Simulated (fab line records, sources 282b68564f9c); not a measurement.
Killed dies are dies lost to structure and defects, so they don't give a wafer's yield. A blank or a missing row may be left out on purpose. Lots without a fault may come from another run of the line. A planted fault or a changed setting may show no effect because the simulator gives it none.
A struck lot beside a sound one | flow rit_cmos | 18 steps out of a route of 202
Sound: wafers L752.1, L752.5, L752.6. Struck: wafers L767.1, L767.4, L767.6. The cause comes at the end.
At each step with rows: each side's tool, then ch and its chambers, then its first start. Under that, the readings that differ: sound wafers | struck wafers | difference of the means | sigmas: that difference in standard deviations of wafers without a fault.
alike: readings whose means differ by less than 2 such deviations, and words and numbers that are the same on both sides. not compared: withheld readings, readings that some wafer has no value for, bounds like >300 that may hide the same value, and numbers for which the record gives no deviation and whose values overlap.
The two part at a step that has a row with sigmas, a row that says differs or no value, or rows on one side only. Numbers that don't overlap but have no deviation are shown without sigmas and don't part them. A reading that every wafer of one side lacks parts them only if that side has two wafers or more.

first, 4 steps without rows for these wafers: RIT_PSD_SOFTBAKE_02 (time 60 s); RIT_PSD_EXPOSE_03 (exposes mask M10, target cd 40900 nm); RIT_PSD_PEB_04; RIT_PSD_DEVELOP_05 (develop time 50 s).
RIT_PSD_OVL_MEAS_06:
  sound on overlay-01, day 3 19:46; struck on overlay-02, day 7 00:27
  alike: PSD_OVL
then, 2 steps without rows for these wafers: RIT_PSD_HARDBAKE_07 (time 60 s); RIT_PSD_IMPLANT_08.
RIT_PSD_STRIP_09: strips in O2, time 180 s.
  sound on plasma_asher-04 ch 0,1, day 3 20:07; struck on plasma_asher-03 ch 0,1, day 7 00:47
  alike: drypump_motor_current_A
  not compared: rf_hours_counter_h
RIT_PSD_TW_MEAS_10:
  sound on film_metro-02, day 3 20:17; struck on film_metro-01, day 7 00:58
  alike: PSD_TW
then, 3 steps without rows for these wafers: RIT_SDANNEAL_CLEAN_00 (cleans in SC1, time 600 s); RIT_SDANNEAL_CLEAN_01 (cleans in dHF, time 30 s); RIT_SDANNEAL_CLEAN_02 (cleans in SC2, time 600 s).
RIT_SDANNEAL_RTA_03: time 5 s.
  sound on rtp_anneal-01 ch 0, day 3 20:43; struck on rtp_anneal-01 ch 0, day 7 01:23
  alike: wafer_temp_C_max
RIT_SDANNEAL_RS_MEAS_04: measures by four-point-probe.
  sound on film_metro-01, day 3 20:47; struck on film_metro-02, day 7 01:27
  reading         | sound             | struck            | difference | sigmas
  PSD_RS (ohm/sq) | 116.1 115.8 115.5 | 127.7 128.1 128.0 | +12.1      | +34
RIT_SDANNEAL_RS_MEAS_05: measures by four-point-probe.
  sound on film_metro-01, day 3 20:54; struck on film_metro-02, day 7 01:34
  alike: NSD_RS
RIT_SDANNEAL_RS_MEAS_06: measures by four-point-probe.
  sound on film_metro-01, day 3 21:01; struck on film_metro-02, day 7 01:41
  reading          | sound             | struck            | difference | sigmas
  PLDD_RS (ohm/sq) | 178.9 178.6 178.3 | 191.3 191.3 190.8 | +12.5      | +22
RIT_SDANNEAL_RS_MEAS_07: measures by four-point-probe.
  sound on film_metro-01, day 3 21:08; struck on film_metro-02, day 7 01:49
  reading          | sound             | struck            | difference | sigmas
  NLDD_RS (ohm/sq) | 151.2 151.4 151.0 | 150.0 150.6 149.6 | -1.1       | -2
RIT_M1_PROBE_99:
  sound on prober-02, day 4 04:23; struck on prober-02, day 7 09:01
  reading                                           | sound                | struck               | difference | sigmas
  model.etest.pmos_turned.r_on_ohm_um               | 3133 3213 3225       | 4067 4134 4069       | +900       |
  model.etest.pmos_0p3.r_on_ohm_um                  | 6155 6140 6164       | 6615 6776 6679       | +537       |
  model.etest.pmos_0p15.r_on_ohm_um                 | 2582 2641 2657       | 3112 3174 3194       | +533       |
  model.etest.pmos_0p15.drive_ua_um_rim_less_centre | -2.311 -2.467 -2.805 | -48.53 -46.09 -47.26 | -44.77     |
  model.etest.pmos_0p15.drive_ua_um_range           | 4.258 3.95 4.257     | 49.73 47.57 48.65    | +44.49     |
  model.etest.pldd.rs_ohm_sq_rim_less_centre        | 1.14 2.344 0.0666    | 40.48 36.85 37.35    | +37.04     |
  model.etest.pldd.rs_ohm_sq_range                  | 9.125 10.69 7.045    | 41.43 40.9 40.09     | +31.85     |
  model.etest.pmos_turned.drive_ua_um               | 216.3 208.2 209.2    | 149.1 143.1 149.9    | -63.9      |
  alike: killed_at_contacts, killed_at_front_end, killed_dies, killed_open, killed_short

WHERE THEY PART
First at RIT_SDANNEAL_RS_MEAS_04; last, within this record, at RIT_SDANNEAL_RS_MEAS_07. Later steps at which nothing parts them and some readings are alike: RIT_M1_PROBE_99.

WHY: what the simulator had put in
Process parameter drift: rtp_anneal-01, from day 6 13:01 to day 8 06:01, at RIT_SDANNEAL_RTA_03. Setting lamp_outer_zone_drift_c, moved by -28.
